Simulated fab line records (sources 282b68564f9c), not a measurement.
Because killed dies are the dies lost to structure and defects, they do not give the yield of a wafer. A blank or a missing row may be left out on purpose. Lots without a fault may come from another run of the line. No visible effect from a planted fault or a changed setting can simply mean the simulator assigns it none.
fab line records ; flow rit_cmos
[record] lots = 6; wafers = 18; last_day = 7
route steps=202 shown PWELL@42 WELLDRIVE@50 NWELL@51 NRETRO@53 M1@202
lots that met no fault: from a run of the same line without faults
start_h: the number of hours between the record's first day and the start of the first shown wafer of the lot ; wait_h: how many hours have passed since the lot's step before this one ; " as in the row above ; L1.1+2: a row that stands for several wafers ; - no value present, or no start provided ; * or withheld: withheld ; < > ~ a bound
route shown NAME@n: NAME is a module with steps in the file, n the number in the route of the first one ; usual: the fault-free wafers' mean and standard deviation ; same: alike in all rows ; chamber/n: place in a boat ; sites: per-site readings ; _std_site: how widely they spread, as a standard deviation ; _edge_site: mean of outer sites minus mean of inner sites ; radius_mm: for every site, how far away it sits from the centre of the wafer ; mask NAME#n: copy n ; behind: the tool/chamber that last shaped the wafer ; hold: reason for holding the lot/hours on hold/outcome of the hold ; device: transistor that didn't switch, given as n, p or np ; end of line: the route-end tests of the same wafers ; a step without rows: its recipe alone ; killed: dies that structure and defects cost at the first sort, which is not the same as the wafer's yield ; map: a wafer's dies, marking killed ones x, the rest . and places with no die _
set.NAME: setting as actually run; set.NAME@STEP: the setting as run at that earlier step ; model.NAME: the simulator's own value behind a step, which no gauge read
lots at some steps of the route; a table a step, a row a wafer
services: when a tool's chamber went out of use (start_h, in hours from the record's first day, below 0 if earlier), for how many hours, and the reason
[[steps]]
[step RIT_PWELL_EXPOSE_03]
[recipe] mask_id = M3; na = 0.57; target_cd_nm = 43700; dose_mj = 250
[step RIT_PWELL_PEB_04]
[recipe] resist = NOVOLAK; temp_c = withheld; time_s = withheld
[step RIT_PWELL_DEVELOP_05]
[recipe] resist = NOVOLAK; develop_time_s = 68; dev_temp_c = 23
[step RIT_PWELL_OVL_MEAS_06]
[usual] PWELL_OVL = -0.2/1.4
lot.wafer;tool;chamber;start_h;wait_h;PWELL_OVL[nm]
L301.1;overlay-01;-;34.29;-;1.2
L301.3;overlay-01;-;34.29;-;0.7
L301.6;overlay-01;-;34.29;-;-1.3
L302.1;overlay-01;-;40.14;-;1.9
L302.3;overlay-01;-;40.14;-;0.3
L302.5;overlay-01;-;40.14;-;3.2
L307.2;overlay-01;-;65.21;-;-1.2
L307.4;overlay-01;-;65.21;-;-1.6
L307.5;overlay-01;-;65.21;-;-1.9
L308.4;overlay-02;-;71.44;-;-1.8
L308.5;overlay-02;-;71.44;-;-0.5
L308.6;overlay-02;-;71.44;-;1.3
L315.2;overlay-02;-;104.18;-;-1.2
L315.4;overlay-02;-;104.18;-;-3.5
L315.5;overlay-02;-;104.18;-;-2.9
L322.2;overlay-01;-;138.73;-;0.1
L322.3;overlay-01;-;138.73;-;0.4
L322.6;overlay-01;-;138.73;-;-0.1
[step RIT_PWELL_HARDBAKE_07]
[recipe] resist = NOVOLAK; temp_c = 140; time_s = 120
[step RIT_PWELL_IMPLANT_08]
[recipe] species = B; energy_kev = 170; dose_cm2 = 6.948e+13; tilt_deg = 7
[step RIT_PWELL_STRIP_09]
[recipe] chemistry = O2; time_s = 180; resist = NOVOLAK; platen_temp_c = withheld; power_w = 500; pressure_mtorr = 4000; o2_flow_sccm = 4000
[usual] drypump_motor_current_A = 5.34/0.25
lot.wafer;tool;chamber;start_h;wait_h;drypump_motor_current_A;rf_hours_counter_h
L301.1;plasma_asher-01;1;34.72;0.1;5.07;23
L301.3;plasma_asher-01;1;34.72;0.1;5.08;-
L301.6;plasma_asher-01;0;34.72;0.1;5.81;-
L302.1;plasma_asher-02;1;40.57;0.1;5.42;39
L302.3;plasma_asher-02;0;40.57;0.1;5.58;-
L302.5;plasma_asher-02;1;40.57;0.1;5.44;-
L307.2;plasma_asher-01;0;65.64;0.1;5.82;26
L307.4;plasma_asher-01;1;65.64;0.1;5.10;-
L307.5;plasma_asher-01;0;65.64;0.1;5.83;-
L308.4;plasma_asher-01;1;71.92;0.1;5.08;-
L308.5;plasma_asher-01;0;71.92;0.1;5.82;-
L308.6;plasma_asher-01;1;71.92;0.1;5.07;-
L315.2;plasma_asher-03;1;104.61;0.1;5.11;47
L315.4;plasma_asher-03;1;104.61;0.1;5.15;-
L315.5;plasma_asher-03;1;104.61;0.1;5.13;-
L322.2;plasma_asher-02;1;139.16;0.1;5.43;49
L322.3;plasma_asher-02;0;139.16;0.1;5.56;-
L322.6;plasma_asher-02;0;139.16;0.1;5.58;-
[step RIT_PWELL_TW_MEAS_10]
[usual] PWELL_TW = 955/9.8
lot.wafer;tool;chamber;start_h;wait_h;PWELL_TW
L301.1;film_metro-04;-;34.90;0.1;966
L301.3;film_metro-04;-;34.90;0.1;965
L301.6;film_metro-04;-;34.90;0.1;966
L302.1;film_metro-02;-;40.75;0.1;952
L302.3;film_metro-02;-;40.75;0.1;942
L302.5;film_metro-02;-;40.75;0.1;948
L307.2;film_metro-02;-;65.82;0.1;941
L307.4;film_metro-02;-;65.82;0.1;941
L307.5;film_metro-02;-;65.82;0.1;943
L308.4;film_metro-02;-;72.07;0.1;938
L308.5;film_metro-02;-;72.07;0.1;938
L308.6;film_metro-02;-;72.07;0.1;944
L315.2;film_metro-02;-;104.79;0.1;949
L315.4;film_metro-02;-;104.79;0.1;944
L315.5;film_metro-02;-;104.79;0.1;945
L322.2;film_metro-01;-;139.35;0.1;962
L322.3;film_metro-01;-;139.35;0.1;962
L322.6;film_metro-01;-;139.35;0.1;964
[step RIT_WELLDRIVE_ANNEAL_00]
[recipe] temp_c = 1100; time_s = 14700; ambient = N2
[step RIT_WELLDRIVE_RS_MEAS_01]
[recipe] thk_meas_gauge = four-point-probe
[usual] NWELL_RS = 275.3/0.83
lot.wafer;tool;chamber;start_h;wait_h;NWELL_RS[ohm/sq]
L301.1;film_metro-04;-;40.95;0.0;276.8
L301.3;film_metro-04;-;40.95;0.0;276.9
L301.6;film_metro-04;-;40.95;0.0;276.3
L302.1;film_metro-02;-;45.89;0.0;275.8
L302.3;film_metro-02;-;45.89;0.0;276.1
L302.5;film_metro-02;-;45.89;0.0;275.0
L307.2;film_metro-02;-;71.77;0.0;276.0
L307.4;film_metro-02;-;71.77;0.0;276.4
L307.5;film_metro-02;-;71.77;0.0;274.4
L308.4;film_metro-02;-;77.46;0.1;276.4
L308.5;film_metro-02;-;77.46;0.1;275.4
L308.6;film_metro-02;-;77.46;0.1;275.7
L315.2;film_metro-01;-;110.15;0.0;273.7
L315.4;film_metro-01;-;110.15;0.0;274.7
L315.5;film_metro-01;-;110.15;0.0;274.7
L322.2;film_metro-04;-;144.99;0.0;276.1
L322.3;film_metro-04;-;144.99;0.0;276.3
L322.6;film_metro-04;-;144.99;0.0;276.2
[step RIT_WELLDRIVE_RS_MEAS_02]
[recipe] thk_meas_gauge = four-point-probe
[usual] PWELL_RS = 431.5/1.2
lot.wafer;tool;chamber;start_h;wait_h;PWELL_RS[ohm/sq]
L301.1;film_metro-04;-;41.07;0.1;432.1
L301.3;film_metro-04;-;41.07;0.1;432.0
L301.6;film_metro-04;-;41.07;0.1;432.2
L302.1;film_metro-02;-;46.01;0.1;432.0
L302.3;film_metro-02;-;46.01;0.1;431.7
L302.5;film_metro-02;-;46.01;0.1;431.8
L307.2;film_metro-02;-;71.89;0.1;431.5
L307.4;film_metro-02;-;71.89;0.1;430.8
L307.5;film_metro-02;-;71.89;0.1;430.1
L308.4;film_metro-02;-;77.58;0.1;432.8
L308.5;film_metro-02;-;77.58;0.1;431.2
L308.6;film_metro-02;-;77.58;0.1;431.2
L315.2;film_metro-01;-;110.27;0.1;430.4
L315.4;film_metro-01;-;110.27;0.1;431.4
L315.5;film_metro-01;-;110.27;0.1;430.2
L322.2;film_metro-04;-;145.11;0.1;430.5
L322.3;film_metro-04;-;145.11;0.1;431.4
L322.6;film_metro-04;-;145.11;0.1;431.0
[step RIT_NRETRO_HMDS_00]
[recipe] prime_time_s = 60; prime_temp_c = 140
[step RIT_NRETRO_COAT_01]
[recipe] resist = NOVOLAK; spin_rpm = 2000; resist_thk_nm = 1300
[usual] exhaust_pa = 45.2/0.77
lot.wafer;tool;chamber;start_h;wait_h;exhaust_pa;model.NOVOLAK_of_NRETRO_COAT_01.thk_nm
L301.1;litho_track-04;0;41.34;0.1;44.8;1297
L301.3;litho_track-04;0;41.34;0.1;45.8;1298
L301.6;litho_track-04;0;41.34;0.1;45.6;1297
L302.1;litho_track-04;0;46.28;0.1;44.8;1305
L302.3;litho_track-04;0;46.28;0.1;44.9;1304
L302.5;litho_track-04;0;46.28;0.1;44.1;1310
L307.2;litho_track-04;0;72.16;0.1;45.3;1357
L307.4;litho_track-04;0;72.16;0.1;44.9;1356
L307.5;litho_track-04;0;72.16;0.1;44.9;1356
L308.4;litho_track-04;0;77.86;0.1;46.0;1358
L308.5;litho_track-04;0;77.86;0.1;45.9;1362
L308.6;litho_track-04;0;77.86;0.1;44.6;1354
L315.2;litho_track-01;0;110.54;0.1;45.4;1299
L315.4;litho_track-01;0;110.54;0.1;43.9;1298
L315.5;litho_track-01;0;110.54;0.1;45.5;1302
L322.2;litho_track-04;0;145.38;0.1;46.3;1299
L322.3;litho_track-04;0;145.38;0.1;44.5;1298
L322.6;litho_track-04;0;145.38;0.1;44.0;1296
[step RIT_NRETRO_SOFTBAKE_02]
[recipe] resist = NOVOLAK; temp_c = 90; time_s = 60
[step RIT_NRETRO_EXPOSE_03]
[recipe] mask_id = M4; na = 0.57; target_cd_nm = 43900; dose_mj = 250
[step RIT_NRETRO_PEB_04]
[recipe] resist = NOVOLAK; temp_c = withheld; time_s = withheld
[step RIT_NRETRO_DEVELOP_05]
[recipe] resist = NOVOLAK; develop_time_s = 68; dev_temp_c = 23
[step RIT_NRETRO_OVL_MEAS_06]
[usual] NRETRO_OVL = 0.8/1.3
lot.wafer;tool;chamber;start_h;wait_h;NRETRO_OVL[nm]
L301.1;overlay-01;-;42.20;-;1.8
L301.3;overlay-01;-;42.20;-;1.4
L301.6;overlay-01;-;42.20;-;1.8
L302.1;overlay-01;-;47.01;-;-2.2
L302.3;overlay-01;-;47.01;-;1.7
L302.5;overlay-01;-;47.01;-;0.4
L307.2;overlay-02;-;72.87;-;0.3
L307.4;overlay-02;-;72.87;-;1.0
L307.5;overlay-02;-;72.87;-;-0.6
L308.4;overlay-02;-;78.66;-;-0.8
L308.5;overlay-02;-;78.66;-;-1.6
L308.6;overlay-02;-;78.66;-;-0.6
L315.2;overlay-01;-;111.38;-;2.0
L315.4;overlay-01;-;111.38;-;0.7
L315.5;overlay-01;-;111.38;-;-0.6
L322.2;overlay-01;-;146.22;-;1.1
L322.3;overlay-01;-;146.22;-;-0.2
L322.6;overlay-01;-;146.22;-;-1.1
[step RIT_NRETRO_HARDBAKE_07]
[recipe] resist = NOVOLAK; temp_c = 140; time_s = 120
[usual] exhaust_pa = 45.1/0.74
lot.wafer;tool;chamber;start_h;wait_h;exhaust_pa;model.NOVOLAK_of_NRETRO_COAT_01.thk_nm
L301.1;litho_track-01;0;42.23;0.0;43.5;1134
L301.3;litho_track-01;0;42.23;0.0;44.7;1135
L301.6;litho_track-01;0;42.23;0.0;45.0;1135
L302.1;litho_track-01;0;47.05;0.0;43.8;1141
L302.3;litho_track-01;0;47.05;0.0;46.0;1140
L302.5;litho_track-01;0;47.05;0.0;43.5;1146
L307.2;litho_track-01;0;72.94;0.1;46.2;1186
L307.4;litho_track-01;0;72.94;0.1;44.2;1185
L307.5;litho_track-01;0;72.94;0.1;44.3;1185
L308.4;litho_track-04;0;78.80;0.1;45.6;1187
L308.5;litho_track-04;0;78.80;0.1;45.2;1190
L308.6;litho_track-04;0;78.80;0.1;46.6;1183
L315.2;litho_track-03;0;111.45;0.1;45.3;1136
L315.4;litho_track-03;0;111.45;0.1;45.0;1135
L315.5;litho_track-03;0;111.45;0.1;43.9;1138
L322.2;litho_track-01;0;146.29;0.1;44.2;1136
L322.3;litho_track-01;0;146.29;0.1;43.9;1135
L322.6;litho_track-01;0;146.29;0.1;44.7;1134
[step RIT_NRETRO_IMPLANT_08]
[recipe] species = P; energy_kev = 70.94; dose_cm2 = 1e+13; tilt_deg = 7
[step RIT_M1_PROBE_99]
[usual] killed_at_contacts = 0.0/0.16; killed_at_front_end = 7.1/2.7; killed_dies = 7.2/2.7; killed_open = 3.5/1.9; killed_short = 3.6/1.9
[same] gross_dies = 264; killed_at_M0_to_M3 = 0; killed_at_M4_up = 0; killed_at_back_side = 0; killed_at_other = 0
lot.wafer;tool;chamber;start_h;wait_h;killed_at_contacts;killed_at_front_end;killed_dies;killed_open;killed_short
L302.1;prober-01;-;75.92;0.1;0;7;7;7;0
L302.3;prober-01;-;76.02;0.2;0;10;10;6;4
L302.5;prober-01;-;76.12;0.2;0;6;6;4;2
L307.2;prober-02;-;103.27;0.1;0;4;4;1;3
L307.4;prober-02;-;103.37;0.2;0;3;3;1;2
L307.5;prober-02;-;103.42;0.2;0;8;8;6;2
L308.4;prober-01;-;110.24;0.2;0;7;7;3;4
L308.5;prober-01;-;110.29;0.2;0;10;10;5;5
L308.6;prober-01;-;110.34;0.2;1;3;4;1;3
L322.2;prober-01;-;173.37;0.1;0;11;11;4;7
L322.3;prober-01;-;173.42;0.2;0;9;9;4;5
L322.6;prober-01;-;173.57;0.2;0;8;8;5;3
// killed by level:class
L302.1 GATE:geometric_particle:open=2 REOX:geometric_particle:open=2 FOX1:geometric_particle:open=1 FOX2:geometric_particle:open=1 SPACER:geometric_particle:open=1
L302.3 FOX1:geometric_particle:short=2 REOX:geometric_particle:open=2 SPACER:geometric_particle:open=2 FOX2:geometric_particle:open=1 GATE:geometric_particle:open=1 REOX:geometric_particle:short=1 SPACER:geometric_particle:short=1
L302.5 GATE:geometric_particle:open=2 GATE:geometric_particle:short=2 FOX1:geometric_particle:open=1 SPACER:geometric_particle:open=1
L307.2 GATE:geometric_particle:short=2 SPACER:geometric_particle:short=1 SPACER:geometric_particle:open=1
L307.4 FOX1:geometric_particle:short=1 GATE:geometric_particle:open=1 SPACER:geometric_particle:short=1
L307.5 SILICIDE:geometric_particle:open=2 FOX1:geometric_particle:open=1 FOX2:geometric_particle:open=1 GATE:geometric_particle:short=1 GATE:geometric_particle:open=1 SPACER:geometric_particle:short=1 SPACER:geometric_particle:open=1
L308.4 SPACER:geometric_particle:short=2 FOX1:geometric_particle:open=1 GATE:geometric_particle:open=1 GATE:geometric_particle:short=1 REOX:geometric_particle:open=1 REOX:geometric_particle:short=1
L308.5 GATE:geometric_particle:short=4 GATE:geometric_particle:open=3 FOX1:geometric_particle:open=2 SPACER:geometric_particle:short=1
L308.6 GATE:geometric_particle:short=1 GATE:geometric_particle:open=1 REOX:geometric_particle:short=1 CONTACT:geometric_particle:short=1
L322.2 GATE:geometric_particle:short=4 SPACER:geometric_particle:short=2 SPACER:geometric_particle:open=2 SILICIDE:geometric_particle:open=2 FOX1:geometric_particle:short=1
L322.3 REOX:geometric_particle:short=4 REOX:geometric_particle:open=3 FOX1:geometric_particle:open=1 SILICIDE:geometric_particle:short=1
L322.6 GATE:geometric_particle:short=2 GATE:geometric_particle:open=2 REOX:geometric_particle:open=2 SILICIDE:geometric_particle:open=1 SILICIDE:geometric_particle:short=1
[[services]]
tool;chamber;start_h;hours;kind
plasma_asher-01;-;40.98;2.3;repair
plasma_asher-02;-;41.58;7.8;repair
plasma_asher-03;-;108.75;9.0;pm
plasma_asher-03;0;108.75;9.0;vent_cycle
plasma_asher-03;1;108.75;9.0;vent_cycle
plasma_asher-02;-;109.58;2.8;pm
plasma_asher-03;0;117.75;-;clean
plasma_asher-03;1;117.75;-;clean
[[key]]
first_sign none at tools or gauges
[model_effect] step = RIT_NRETRO_COAT_01; value = NOVOLAK_of_NRETRO_COAT_01.thk_nm; without = 1304; struck = 1357
[model_effect] step = RIT_NRETRO_HARDBAKE_07; value = NOVOLAK_of_NRETRO_COAT_01.thk_nm; without = 1140; struck = 1186
met_at RIT_NRETRO_COAT_01
struck_wafers L307.2,L307.4,L307.5,L308.4,L308.5,L308.6
tester_left_out L307,L308
onset_between 46.28 72.16
also_fits RIT_PWELL_STRIP_09:plasma_asher-01
[earlier_fault] kind = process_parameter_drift; tool = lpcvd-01; chamber = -; onset_h = 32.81; steps = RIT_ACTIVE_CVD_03; channel = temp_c; offset = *; shape = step; end_h = 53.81; acts_in = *; stated = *
[fault] kind = process_parameter_drift; tool = litho_track-04; chamber = -; onset_h = 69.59; steps = RIT_NRETRO_COAT_01; channel = resist_thk_nm; offset = 53.388; shape = step; end_h = 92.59; acts_in = these_recipes_only; stated = 1300
// tester_left_out: of these lots the tester's yield and bins aren't shown, on N5 and GAA mostly nor the transistor test; their killed dies are dies lost to structure and defects alone, not to doping, threshold or leakage, so they don't give the yield
